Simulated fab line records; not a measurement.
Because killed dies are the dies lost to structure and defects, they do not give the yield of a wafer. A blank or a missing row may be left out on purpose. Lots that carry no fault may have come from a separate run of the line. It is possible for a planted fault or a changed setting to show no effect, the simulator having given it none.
fab line records	flow rit_cmos
record: lots: 14	wafers: 42	last_day: 7
route steps=202 shown ACTIVE@4 M1@202
lots that met no fault: from a run of the same line without faults
start_h: start of the lot's first displayed wafer, in hours after the record's first day	wait_h: hours elapsed since this lot's preceding step	" the same as in the row above	L1.1+2: a single row standing in for several wafers	- no value present, or no start provided	* or withheld: withheld	< > ~ a bound
route shown NAME@n: NAME is a module with steps in the file, n the number in the route of the first one	usual: the fault-free wafers' mean and standard deviation	same: alike in all rows	chamber/n: place in a boat	sites: per-site readings	_std_site: standard deviation across them	_edge_site: inner sites' mean taken away from outer sites' mean	radius_mm: how far each site lies from the wafer's centre	mask NAME#n: copy n	behind: tool/chamber where the wafer was last shaped	hold: what put the lot on hold/how long, in hours/how the hold closed	device: transistor that didn't switch, given as n, p or np	end of line: at the end of the route, the tests of the same wafers	step lacking rows: just its recipe	killed: at the first sort, the dies lost to defects and structure; wafer yield is something else	map: shows each die of a wafer: x if killed, . if not, _ if none is there
set.NAME: setting as actually run; set.NAME@STEP: the setting as run at that earlier step	model.NAME: the simulator's own value behind a step, which no gauge read
steps of the route over a sample of lots; a table a step, a row a wafer
services: when a tool's chamber went out of use (start_h, in hours from the record's first day, below 0 if earlier), for how many hours, and the reason
== steps ==
step: RIT_ACTIVE_CVD_03
recipe: material: Si3N4	target_thk_nm: 150	temp_c: 810	precursor: SiH2Cl2/NH3	time_s: 1500	pressure_mtorr: 300	sih2cl2_flow_sccm: 60	nh3_flow_sccm: 150
usual: nh3_flow_sccm: 150.1/0.44	pressure_mtorr: 300.0/0.57
lot.wafer	tool	chamber	start_h	wait_h	nh3_flow_sccm	pressure_mtorr
L988.2	lpcvd-01	1	12.11	0.0	149.9	300.0
L988.5	"	1	"	"	150.5	299.4
L988.6	"	1	"	"	150.0	299.8
L989.1	lpcvd-02	1	17.35	0.1	149.1	300.4
L989.2	"	1	"	"	150.1	299.8
L989.6	"	1	"	"	149.8	299.2
L991.2	lpcvd-01	0	27.11	0.0	149.2	299.9
L991.4	"	0	"	"	149.7	300.1
L991.6	"	0	"	"	150.2	299.7
L993.1	lpcvd-01	1	38.51	0.1	149.8	300.0
L993.3	"	1	"	"	150.2	300.8
L993.6	"	1	"	"	149.9	299.7
L994.3	lpcvd-01	0	42.11	0.0	149.9	300.7
L994.4	"	0	"	"	150.3	300.2
L994.6	"	0	"	"	149.9	300.7
L995.2	lpcvd-01	1	47.89	0.0	150.1	299.2
L995.5	"	1	"	"	150.4	300.5
L995.6	"	1	"	"	150.8	299.7
L996.1	lpcvd-01	1	53.18	0.1	150.1	300.4
L996.3	"	1	"	"	150.6	300.5
L996.6	"	1	"	"	149.9	300.2
L997.1	lpcvd-01	1	57.11	0.1	149.8	299.2
L997.2	"	1	"	"	149.5	300.1
L997.3	"	1	"	"	149.6	300.3
L998.3	lpcvd-01	1	63.88	0.0	149.8	299.9
L998.4	"	1	"	"	149.9	299.6
L998.5	"	1	"	"	149.5	299.1
L100.1	lpcvd-02	0	73.99	1.2	150.8	300.6
L100.5	"	0	"	"	150.0	300.4
L100.6	"	0	"	"	149.9	300.0
L104.1	lpcvd-02	0	92.93	0.1	150.4	300.3
L104.3	"	0	"	"	149.9	300.4
L104.6	"	0	"	"	150.5	299.4
L105.2	lpcvd-01	0	97.91	0.0	-	-
L105.3	"	0	"	"	-	-
L105.4	"	0	"	"	-	-
L106.1	lpcvd-01	1	102.40	0.1	-	-
L106.4	"	1	"	"	-	-
L106.6	"	1	"	"	-	-
L111.1	lpcvd-02	1	127.94	0.1	150.1	299.2
L111.4	"	1	"	"	149.5	300.0
L111.5	"	1	"	"	150.4	300.0
step: RIT_ACTIVE_CD_MEAS_90
recipe: target_cd_nm: 1400
usual: cd_nm: 1400.5/2.1
lot.wafer	tool	chamber	start_h	wait_h	cd_nm
L988.2	cd_sem-01	-	15.04	0.1	1399.1
L988.5	"	-	"	"	1399.0
L988.6	"	-	"	"	1401.4
L989.1	cd_sem-01	-	20.37	0.1	1401.4
L989.2	"	-	"	"	1399.9
L989.6	"	-	"	"	1402.1
L991.2	cd_sem-02	-	30.87	0.1	1396.9
L991.4	"	-	"	"	1400.0
L991.6	"	-	"	"	1397.9
L993.1	cd_sem-01	-	41.49	0.1	1400.3
L993.3	"	-	"	"	1399.4
L993.6	"	-	"	"	1402.7
L994.3	cd_sem-02	-	45.27	0.1	1399.6
L994.4	"	-	"	"	1399.6
L994.6	"	-	"	"	1400.4
L995.2	cd_sem-01	-	51.17	0.1	1403.7
L995.5	"	-	"	"	1400.3
L995.6	"	-	"	"	1401.9
L996.1	cd_sem-01	-	56.21	0.1	1403.7
L996.3	"	-	"	"	1401.3
L996.6	"	-	"	"	1401.4
L997.1	cd_sem-02	-	60.02	0.1	1401.7
L997.2	"	-	"	"	1400.8
L997.3	"	-	"	"	1401.5
L998.3	cd_sem-01	-	66.83	0.1	1401.0
L998.4	"	-	"	"	1400.8
L998.5	"	-	"	"	1401.3
L100.1	cd_sem-01	-	77.02	0.1	1396.0
L100.5	"	-	"	"	1399.2
L100.6	"	-	"	"	1397.9
L104.1	cd_sem-02	-	95.91	0.1	1400.2
L104.3	"	-	"	"	1400.4
L104.6	"	-	"	"	1400.2
L105.2	cd_sem-02	-	100.99	0.1	-
L105.3	"	-	"	"	-
L105.4	"	-	"	"	-
L106.1	cd_sem-01	-	105.43	0.1	-
L106.4	"	-	"	"	-
L106.6	"	-	"	"	-
L111.1	cd_sem-02	-	131.00	0.1	1399.7
L111.4	"	-	"	"	1400.2
L111.5	"	-	"	"	1399.5
step: RIT_M1_PROBE_99
usual: killed_at_M0_to_M3: 0.0/0.12	killed_at_front_end: 7.1/2.7	killed_dies: 7.2/2.7	killed_on_rim: 1.9/1.2	killed_open: 3.5/1.9	killed_short: 3.6/1.9
same: gross_dies: 264	killed_at_M4_up: 0	killed_at_back_side: 0	killed_at_contacts: 0	killed_at_other: 0
lot.wafer	tool	chamber	start_h	wait_h	killed_at_M0_to_M3	killed_at_front_end	killed_dies	killed_on_rim	killed_open	killed_short
L988.2	prober-02	-	63.39	0.1	0	8	8	1	4	4
L988.5	prober-02	-	63.54	0.2	0	9	9	1	4	5
L988.6	prober-02	-	63.59	0.2	0	7	7	3	4	3
L994.3	prober-02	-	91.89	0.2	1	9	10	4	3	6
L994.4	prober-02	-	91.94	0.2	0	5	5	1	3	2
L994.6	prober-02	-	92.04	0.2	0	9	9	3	3	6
L996.1	prober-02	-	103.22	0.1	0	6	6	2	4	2
L996.3	prober-02	-	103.32	0.2	0	8	8	2	5	3
L996.6	prober-02	-	103.47	0.2	0	1	1	0	0	1
L997.1	prober-01	-	110.09	0.1	0	7	7	1	2	5
L997.2	prober-01	-	110.14	0.1	0	9	9	3	5	4
L997.3	prober-01	-	110.19	0.2	0	7	7	1	2	5
L100.1	prober-02	-	121.84	0.1	0	6	6	2	2	4
L100.5	prober-02	-	122.04	0.2	0	4	4	2	2	2
L100.6	prober-02	-	122.09	0.2	0	8	8	1	5	3
L104.1	prober-02	-	138.82	0.1	0	8	8	2	2	6
L104.3	prober-02	-	138.92	0.2	0	14	14	2	6	8
L104.6	prober-02	-	139.07	0.2	0	9	9	3	4	5
L105.2	prober-01	-	145.11	0.1	0	264	264	70	0	1
L105.3	prober-01	-	145.16	0.2	0	264	264	70	1	1
L105.4	prober-01	-	145.21	0.2	0	264	264	70	0	0
L106.1	prober-02	-	151.57	0.1	0	264	264	70	0	0
L106.4	prober-02	-	151.72	0.2	0	264	264	70	2	0
L106.6	prober-02	-	151.82	0.2	0	264	264	70	0	1
L111.1	prober-01	-	173.32	0.1	0	14	14	5	8	6
L111.4	prober-01	-	173.47	0.2	0	5	5	1	2	3
L111.5	prober-01	-	173.52	0.2	0	6	6	2	2	4
killed by level:class
L988.2 GATE:geometric_particle:short=2 SPACER:geometric_particle:open=2 SILICIDE:geometric_particle:open=2 FOX2:geometric_particle:short=1 SPACER:geometric_particle:short=1
L988.5 GATE:geometric_particle:short=2 REOX:geometric_particle:open=2 FOX2:geometric_particle:short=1 GATE:geometric_particle:open=1 SPACER:geometric_particle:open=1 SPACER:geometric_particle:short=1 SILICIDE:geometric_particle:short=1
L988.6 GATE:geometric_particle:open=2 SPACER:geometric_particle:short=2 ACTIVE:geometric_particle:short=1 FOX2:geometric_particle:open=1 SILICIDE:geometric_particle:open=1
L994.3 FOX1:geometric_particle:open=2 REOX:geometric_particle:short=2 ACTIVE:geometric_particle:short=1 FOX2:geometric_particle:short=1 GATE:geometric_particle:short=1 SPACER:geometric_particle:short=1 SILICIDE:geometric_particle:open=1 M1:coat_microbubble_printed=1
L994.4 SILICIDE:geometric_particle:open=2 FOX1:geometric_particle:short=1 SPACER:geometric_particle:open=1 SPACER:geometric_particle:short=1
L994.6 GATE:geometric_particle:short=2 FOX1:geometric_particle:open=1 FOX1:geometric_particle:short=1 FOX2:geometric_particle:open=1 FOX2:geometric_particle:short=1 GATE:geometric_particle:open=1 SPACER:geometric_particle:short=1 SILICIDE:geometric_particle:short=1
L996.1 FOX1:geometric_particle:open=2 FOX1:geometric_particle:short=1 GATE:geometric_particle:short=1 REOX:geometric_particle:open=1 SILICIDE:geometric_particle:open=1
L996.3 SILICIDE:geometric_particle:open=3 FOX2:geometric_particle:short=2 GATE:geometric_particle:open=1 SPACER:geometric_particle:open=1 SPACER:geometric_particle:short=1
L996.6 GATE:geometric_particle:short=1
L997.1 SILICIDE:geometric_particle:short=3 GATE:geometric_particle:short=2 GATE:geometric_particle:open=1 REOX:geometric_particle:open=1
L997.2 GATE:geometric_particle:short=2 GATE:geometric_particle:open=2 REOX:geometric_particle:open=2 SPACER:geometric_particle:short=2 FOX2:geometric_particle:open=1
L997.3 GATE:geometric_particle:short=2 GATE:geometric_particle:open=2 REOX:geometric_particle:short=1 SPACER:geometric_particle:short=1 SILICIDE:geometric_particle:short=1
L100.1 GATE:geometric_particle:short=2 REOX:geometric_particle:short=2 FOX1:geometric_particle:open=1 REOX:geometric_particle:open=1
L100.5 FOX1:geometric_particle:open=2 FOX1:geometric_particle:short=1 GATE:geometric_particle:short=1
L100.6 GATE:geometric_particle:open=3 FOX1:geometric_particle:short=2 SILICIDE:geometric_particle:open=2 GATE:geometric_particle:short=1
L104.1 GATE:geometric_particle:short=3 FOX2:geometric_particle:short=2 GATE:geometric_particle:open=2 REOX:geometric_particle:short=1
L104.3 SILICIDE:geometric_particle:open=3 FOX2:geometric_particle:short=2 GATE:geometric_particle:open=2 REOX:geometric_particle:short=2 SPACER:geometric_particle:short=2 FOX1:geometric_particle:open=1 GATE:geometric_particle:short=1 SILICIDE:geometric_particle:short=1
L104.6 FOX2:geometric_particle:short=3 GATE:geometric_particle:open=3 FOX1:geometric_particle:short=1 GATE:geometric_particle:short=1 SILICIDE:geometric_particle:open=1
L105.2 ACTIVE:lost_pattern=263 SPACER:geometric_particle:short=1
L105.3 ACTIVE:lost_pattern=260 ACTIVE:area_cvd=2 REOX:geometric_particle:open=1 SILICIDE:geometric_particle:short=1
L105.4 ACTIVE:lost_pattern=261 ACTIVE:area_cvd=3
L106.1 ACTIVE:lost_pattern=263 ACTIVE:area_cvd=1
L106.4 ACTIVE:lost_pattern=262 REOX:geometric_particle:open=1 SILICIDE:geometric_particle:open=1
L106.6 ACTIVE:lost_pattern=262 GATE:geometric_particle:short=1 ACTIVE:area_cvd=1
L111.1 REOX:geometric_particle:open=6 REOX:geometric_particle:short=2 SPACER:geometric_particle:short=2 SILICIDE:geometric_particle:short=2 FOX2:geometric_particle:open=1 GATE:geometric_particle:open=1
L111.4 SILICIDE:geometric_particle:short=2 GATE:geometric_particle:short=1 SPACER:geometric_particle:open=1 SILICIDE:geometric_particle:open=1
L111.5 FOX1:geometric_particle:short=1 FOX2:geometric_particle:open=1 GATE:geometric_particle:short=1 REOX:geometric_particle:short=1 SPACER:geometric_particle:short=1 SILICIDE:geometric_particle:open=1
== services ==
tool	chamber	start_h	hours	kind
lpcvd-01	-	71.93	17.2	pm
lpcvd-02	-	121.59	6.0	pm
== key ==
first_sign: step: RIT_ACTIVE_CVD_03	reading: tool_record	direction: missing
effect: step: RIT_ACTIVE_CD_MEAS_90	reading: cd_nm	direction: missing
effect: step: RIT_M1_PROBE_99	reading: killed_at_front_end	direction: up	sigmas: 95	usual: 7.1	struck: 264
met_at RIT_ACTIVE_CVD_03
struck_lots L105,L106
later_rows_left_out L105.2,L105.3,L105.4,L106.1,L106.4,L106.6
tester_left_out L105,L106
onset_between 63.88 97.91
fault: kind: skipped_step_whole	tool: lpcvd-01	chamber: -	onset_h: 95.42	steps: RIT_ACTIVE_CVD_03	scope: struck_lots_only
tester_left_out: of these lots the tester's yield and bins aren't shown, on N5 and GAA mostly nor the transistor test; their killed dies are dies lost to structure and defects alone, not to doping, threshold or leakage, so they don't give the yield
later_rows_left_out: the simulator's readings of these wafers behind a module that went badly wrong aren't trusted and aren't shown, but for the sort
